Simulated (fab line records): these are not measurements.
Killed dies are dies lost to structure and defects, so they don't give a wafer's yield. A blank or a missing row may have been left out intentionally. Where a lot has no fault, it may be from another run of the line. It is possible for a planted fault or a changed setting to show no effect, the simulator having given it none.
Commonality check across tools || flow berkeley-cmos170 || 45 wafers sampled across 15 lots

REASON FOR OPENING
Of 15 lots, 3 have the reading V2_POLISHED_THK flagged at UCB170_V2_THK_MEAS_04. Wafers without a fault read 1000.0 nm, standard deviation 1.2.
Rule: a lot gets a flag if all its wafers with a number sit over 4 standard deviations from that mean, or if no wafer of it has a number. As for the other lots, they are considered sound.

{"lot": "L584", "measured": "day 8 14:47", "on": "film-metro-04", "V2_POLISHED_THK (nm), wafer by wafer": "1001.4 1001.0 1001.7", "flag": ""}
{"lot": "L585", "measured": "day 9 01:48", "on": "film-metro-02", "V2_POLISHED_THK (nm), wafer by wafer": "998.1 999.0 999.6", "flag": ""}
{"lot": "L587", "measured": "day 9 13:14", "on": "film-metro-04", "V2_POLISHED_THK (nm), wafer by wafer": "1000.7 999.9 1001.6", "flag": ""}
{"lot": "L589", "measured": "day 9 13:38", "on": "film-metro-02", "V2_POLISHED_THK (nm), wafer by wafer": "1001.3 1000.3 999.7", "flag": ""}
{"lot": "L591", "measured": "day 10 12:11", "on": "film-metro-04", "V2_POLISHED_THK (nm), wafer by wafer": "1000.8 999.3 1000.8", "flag": ""}
{"lot": "L592", "measured": "day 10 13:13", "on": "film-metro-04", "V2_POLISHED_THK (nm), wafer by wafer": "998.5 998.4 999.5", "flag": ""}
{"lot": "L590", "measured": "day 10 13:20", "on": "film-metro-03", "V2_POLISHED_THK (nm), wafer by wafer": "1001.1 1000.4 999.8", "flag": ""}
{"lot": "L594", "measured": "day 10 20:13", "on": "film-metro-03", "V2_POLISHED_THK (nm), wafer by wafer": "1000.1 998.3 999.0", "flag": ""}
{"lot": "L593", "measured": "day 10 22:22", "on": "film-metro-02", "V2_POLISHED_THK (nm), wafer by wafer": "750.0 750.8 748.6", "flag": "FLAGGED"}
{"lot": "L595", "measured": "day 11 00:22", "on": "film-metro-03", "V2_POLISHED_THK (nm), wafer by wafer": "998.8 1000.4 999.7", "flag": ""}
{"lot": "L596", "measured": "day 11 12:49", "on": "film-metro-02", "V2_POLISHED_THK (nm), wafer by wafer": "749.7 749.9 747.8", "flag": "FLAGGED"}
{"lot": "L597", "measured": "day 11 14:23", "on": "film-metro-04", "V2_POLISHED_THK (nm), wafer by wafer": "1000.5 1000.4 1000.3", "flag": ""}
{"lot": "L600", "measured": "day 12 05:29", "on": "film-metro-04", "V2_POLISHED_THK (nm), wafer by wafer": "998.6 1000.0 997.9", "flag": ""}
{"lot": "L599", "measured": "day 12 08:00", "on": "film-metro-04", "V2_POLISHED_THK (nm), wafer by wafer": "747.6 750.5 747.7", "flag": "FLAGGED"}
{"lot": "L605", "measured": "day 13 09:34", "on": "film-metro-04", "V2_POLISHED_THK (nm), wafer by wafer": "1000.4 1000.1 1000.4", "flag": ""}
On average the flagged lots read 749.2 nm, which is -250.8 nm against the usual, or -99 or more standard deviations.

WHICH TOOL RAN EACH LOT
The record holds 3 process steps before the reading, out of a route of 331 steps. Read each cell as the tool, then ch plus the chambers that the sampled wafers visited, then the start.
{"lot": "L584", "flag": "", "UCB170_PFIELD_STRIP_08": "plasma-asher-02 ch 0,1, day 4 20:38", "UCB170_CONTACT_ETCH_17": "rie-diel-02 ch 0,1,2, day 8 03:08", "UCB170_V2_CMP_02": "cmp-01 ch 1,2,3, day 8 14:25"}
{"lot": "L585", "flag": "", "UCB170_PFIELD_STRIP_08": "plasma-asher-04 ch 0,1, day 5 15:06", "UCB170_CONTACT_ETCH_17": "rie-diel-03 ch 0,2,3, day 8 15:40", "UCB170_V2_CMP_02": "cmp-01 ch 1,2,3, day 9 01:26"}
{"lot": "L587", "flag": "", "UCB170_PFIELD_STRIP_08": "plasma-asher-03 ch 0,1, day 6 00:00", "UCB170_CONTACT_ETCH_17": "rie-diel-03 ch 1,2, day 9 02:32", "UCB170_V2_CMP_02": "cmp-01 ch 1,2, day 9 12:49"}
{"lot": "L589", "flag": "", "UCB170_PFIELD_STRIP_08": "plasma-asher-04 ch 0,1, day 6 00:13", "UCB170_CONTACT_ETCH_17": "rie-diel-02 ch 0,2,3, day 9 02:50", "UCB170_V2_CMP_02": "cmp-01 ch 1,2,3, day 9 13:13"}
{"lot": "L591", "flag": "", "UCB170_PFIELD_STRIP_08": "plasma-asher-02 ch 0,1, day 6 15:24", "UCB170_CONTACT_ETCH_17": "rie-diel-01 ch 0,2,3, day 10 00:34", "UCB170_V2_CMP_02": "cmp-01 ch 1,2,3, day 10 11:49"}
{"lot": "L592", "flag": "", "UCB170_PFIELD_STRIP_08": "plasma-asher-04 ch 0,1, day 6 14:53", "UCB170_CONTACT_ETCH_17": "rie-diel-03 ch 0,1,3, day 10 00:49", "UCB170_V2_CMP_02": "cmp-02 ch 0,2,3, day 10 12:48"}
{"lot": "L590", "flag": "", "UCB170_PFIELD_STRIP_08": "plasma-asher-03 ch 0,1, day 6 15:25", "UCB170_CONTACT_ETCH_17": "rie-diel-01 ch 0,2,3, day 10 02:42", "UCB170_V2_CMP_02": "cmp-01 ch 1,2, day 10 12:58"}
{"lot": "L594", "flag": "", "UCB170_PFIELD_STRIP_08": "plasma-asher-02 ch 0,1, day 6 23:08", "UCB170_CONTACT_ETCH_17": "rie-diel-01 ch 0,2,3, day 10 09:32", "UCB170_V2_CMP_02": "cmp-02 ch 1,2,3, day 10 19:50"}
{"lot": "L593", "flag": "FLAGGED", "UCB170_PFIELD_STRIP_08": "plasma-asher-03 ch 0,1, day 6 23:54", "UCB170_CONTACT_ETCH_17": "rie-diel-02 ch 0,1,3, day 10 11:13", "UCB170_V2_CMP_02": "cmp-02 ch 0,3, day 10 21:58"}
{"lot": "L595", "flag": "", "UCB170_PFIELD_STRIP_08": "plasma-asher-03 ch 0,1, day 7 05:58", "UCB170_CONTACT_ETCH_17": "rie-diel-01 ch 0,1, day 10 11:25", "UCB170_V2_CMP_02": "cmp-01 ch 0,3, day 10 23:55"}
{"lot": "L596", "flag": "FLAGGED", "UCB170_PFIELD_STRIP_08": "plasma-asher-02 ch 0,1, day 7 20:10", "UCB170_CONTACT_ETCH_17": "rie-diel-03 ch 0,3, day 11 02:20", "UCB170_V2_CMP_02": "cmp-02 ch 0,1,3, day 11 12:26"}
{"lot": "L597", "flag": "", "UCB170_PFIELD_STRIP_08": "plasma-asher-04 ch 0,1, day 7 19:55", "UCB170_CONTACT_ETCH_17": "rie-diel-01 ch 0,3, day 11 02:33", "UCB170_V2_CMP_02": "cmp-01 ch 0,1,3, day 11 14:07"}
{"lot": "L600", "flag": "", "UCB170_PFIELD_STRIP_08": "plasma-asher-03 ch 0,1, day 8 11:52", "UCB170_CONTACT_ETCH_17": "rie-diel-03 ch 0,1,2, day 11 20:11", "UCB170_V2_CMP_02": "cmp-01 ch 1,3, day 12 05:03"}
{"lot": "L599", "flag": "FLAGGED", "UCB170_PFIELD_STRIP_08": "plasma-asher-02 ch 0,1, day 8 11:56", "UCB170_CONTACT_ETCH_17": "rie-diel-02 ch 0,2,3, day 11 21:58", "UCB170_V2_CMP_02": "cmp-02 ch 0,1,3, day 12 07:37"}
{"lot": "L605", "flag": "", "UCB170_PFIELD_STRIP_08": "plasma-asher-02 ch 0,1, day 9 13:49", "UCB170_CONTACT_ETCH_17": "rie-diel-01 ch 0,2,3, day 12 22:48", "UCB170_V2_CMP_02": "cmp-01 ch 0,2,3, day 13 09:08"}
What is done by these steps:
- UCB170_PFIELD_STRIP_08: strips in O2.
- UCB170_CONTACT_ETCH_17: etches BARC in N2/H2.
- UCB170_V2_CMP_02: polishes SiO2.
- UCB170_V2_THK_MEAS_04

FLAGGED OVER TOTAL, TOOL BY TOOL (the gauges that took the reading come last)
{"step": "UCB170_PFIELD_STRIP_08", "tool": "plasma-asher-02", "lots run": 6, "flagged": 2, "share of the flagged lots": "some", "sound lots run after its first flagged lot": "1 (L605)"}
{"step": "UCB170_PFIELD_STRIP_08", "tool": "plasma-asher-03", "lots run": 5, "flagged": 1, "share of the flagged lots": "some", "sound lots run after its first flagged lot": "2 (L595,L600)"}
{"step": "UCB170_PFIELD_STRIP_08", "tool": "plasma-asher-04", "lots run": 4, "flagged": 0, "share of the flagged lots": "none", "sound lots run after its first flagged lot": "-"}
{"step": "UCB170_CONTACT_ETCH_17", "tool": "rie-diel-01", "lots run": 6, "flagged": 0, "share of the flagged lots": "none", "sound lots run after its first flagged lot": "-"}
{"step": "UCB170_CONTACT_ETCH_17", "tool": "rie-diel-02", "lots run": 4, "flagged": 2, "share of the flagged lots": "some", "sound lots run after its first flagged lot": 0}
{"step": "UCB170_CONTACT_ETCH_17", "tool": "rie-diel-03", "lots run": 5, "flagged": 1, "share of the flagged lots": "some", "sound lots run after its first flagged lot": "1 (L600)"}
{"step": "UCB170_V2_CMP_02", "tool": "cmp-01", "lots run": 10, "flagged": 0, "share of the flagged lots": "none", "sound lots run after its first flagged lot": "-"}
{"step": "UCB170_V2_CMP_02", "tool": "cmp-02", "lots run": 5, "flagged": 3, "share of the flagged lots": "all", "sound lots run after its first flagged lot": 0}
{"step": "UCB170_V2_THK_MEAS_04", "tool": "film-metro-02", "lots run": 4, "flagged": 2, "share of the flagged lots": "some", "sound lots run after its first flagged lot": 0}
{"step": "UCB170_V2_THK_MEAS_04", "tool": "film-metro-03", "lots run": 3, "flagged": 0, "share of the flagged lots": "none", "sound lots run after its first flagged lot": "-"}
{"step": "UCB170_V2_THK_MEAS_04", "tool": "film-metro-04", "lots run": 8, "flagged": 1, "share of the flagged lots": "some", "sound lots run after its first flagged lot": "1 (L605)"}

WHAT IS ALLOWED BY THE TABLE
Rows of the table that ran each flagged lot: 1, that is cmp-02 at UCB170_V2_CMP_02.
- cmp-02 at UCB170_V2_CMP_02: 3 of its 5 lots flagged. It ran its last sound lot, L594, at day 10 19:50 and its first flagged lot, L593, at day 10 21:58: a fault with its onset between the two fits.
Just one tool remains: cmp-02 at UCB170_V2_CMP_02.

WHAT WAS PUT IN BY THE SIMULATOR
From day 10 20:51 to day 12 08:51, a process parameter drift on cmp-02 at UCB170_V2_CMP_02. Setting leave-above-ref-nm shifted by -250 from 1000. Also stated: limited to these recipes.
Struck lots among those shown: L593, L596, L599. The rule above found the same.
